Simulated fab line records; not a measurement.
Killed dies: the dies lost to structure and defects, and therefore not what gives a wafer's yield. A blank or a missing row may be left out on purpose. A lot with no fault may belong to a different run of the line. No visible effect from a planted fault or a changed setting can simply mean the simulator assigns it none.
Split-lot trial ; flow berkeleyCmos170 ; 27 wafers read from 5 lots, route of 331 steps

## THE SPLIT
At UCB170_SCREENOX_OXIDATION_01 (target thk 14.4 nm, ox time 2400 s), the setting oxTimeS was moved away from the recipe's 2400 s on 18 of the 27 wafers read, by -31.1% to +50.9%. For the rest of the wafers, this setting stayed at what the recipe calls for.

The file shows no step between the split and the reading.

## THE READING
Values of SCREENOX_OXIDE_THK in nm from UCB170_SCREENOX_THK_MEAS_02. Typical for fault-free wafers on this fab line: 14.34 nm, with standard deviation 0.2 nm.

wafer;tool, chamber at the split;oxTimeS as run, s;against the recipe;SCREENOX_OXIDE_THK, nm;against lot-mates on the recipe
L076.1;-, -;1653;-31.1%;11.32;no lot-mate on the recipe
L076.2;-, -;1653;-31.1%;11.13;no lot-mate on the recipe
L076.3;-, -;1653;-31.1%;11.51;no lot-mate on the recipe
L076.4;-, -;1653;-31.1%;11.38;no lot-mate on the recipe
L076.5;-, -;1653;-31.1%;11.24;no lot-mate on the recipe
L076.6;-, -;1653;-31.1%;11.50;no lot-mate on the recipe
L075.1;-, -;3622;+50.9%;18.98;no lot-mate on the recipe
L075.2;-, -;3622;+50.9%;18.88;no lot-mate on the recipe
L075.3;-, -;3622;+50.9%;19.06;no lot-mate on the recipe
L075.4;-, -;3622;+50.9%;18.95;no lot-mate on the recipe
L075.5;-, -;3622;+50.9%;19.02;no lot-mate on the recipe
L075.6;-, -;3622;+50.9%;19.22;no lot-mate on the recipe
L077.1;-, -;1869;-22.1%;12.01;no lot-mate on the recipe
L077.2;-, -;1869;-22.1%;12.01;no lot-mate on the recipe
L077.3;-, -;1869;-22.1%;11.86;no lot-mate on the recipe
L077.4;-, -;1869;-22.1%;12.13;no lot-mate on the recipe
L077.5;-, -;1869;-22.1%;12.03;no lot-mate on the recipe
L077.6;-, -;1869;-22.1%;11.89;no lot-mate on the recipe
L078.1;-, -;2400;recipe;14.37;-
L078.2;-, -;2400;recipe;14.35;-
L078.3;-, -;2400;recipe;14.28;-
L078.4;-, -;2400;recipe;14.40;-
L078.5;-, -;2400;recipe;14.23;-
L078.6;-, -;2400;recipe;14.10;-
L080.1;furnace-04, 0;2400;recipe;14.25;-
L080.4;furnace-04, 0;2400;recipe;14.02;-
L080.5;furnace-04, 0;2400;recipe;14.39;-

FIT RESULTS
A straight line over all 27 wafers: SCREENOX_OXIDE_THK changes by +0.0946 nm for each +1% of oxTimeS; r = +1.00; the points scatter about the line by 0.15 nm.
Too few moved wafers have a lot-mate on the recipe to fit a line with each lot's own level taken away.

## THE WHOLE CHAIN: every reading that the file lists as answering this split, in the file's order
step;what it does;reading;change (the file's fit);r (the file's)
UCB170_SCREENOX_OXIDATION_01;target thk 14.4 nm, ox time 2400 s;SiO2_of_SCREENOX_OXIDATION_01.thkNm (the simulator's own value, which no gauge read);+0.0948 nm for each +1% of the setting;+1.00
UCB170_SCREENOX_THK_MEAS_02;;SCREENOX_OXIDE_THK;+0.0946 for each +1% of the setting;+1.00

## FILE'S OWN FIT
SCREENOX_OXIDE_THK changes by +0.0946 nm for each +1% of oxTimeS, r = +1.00.
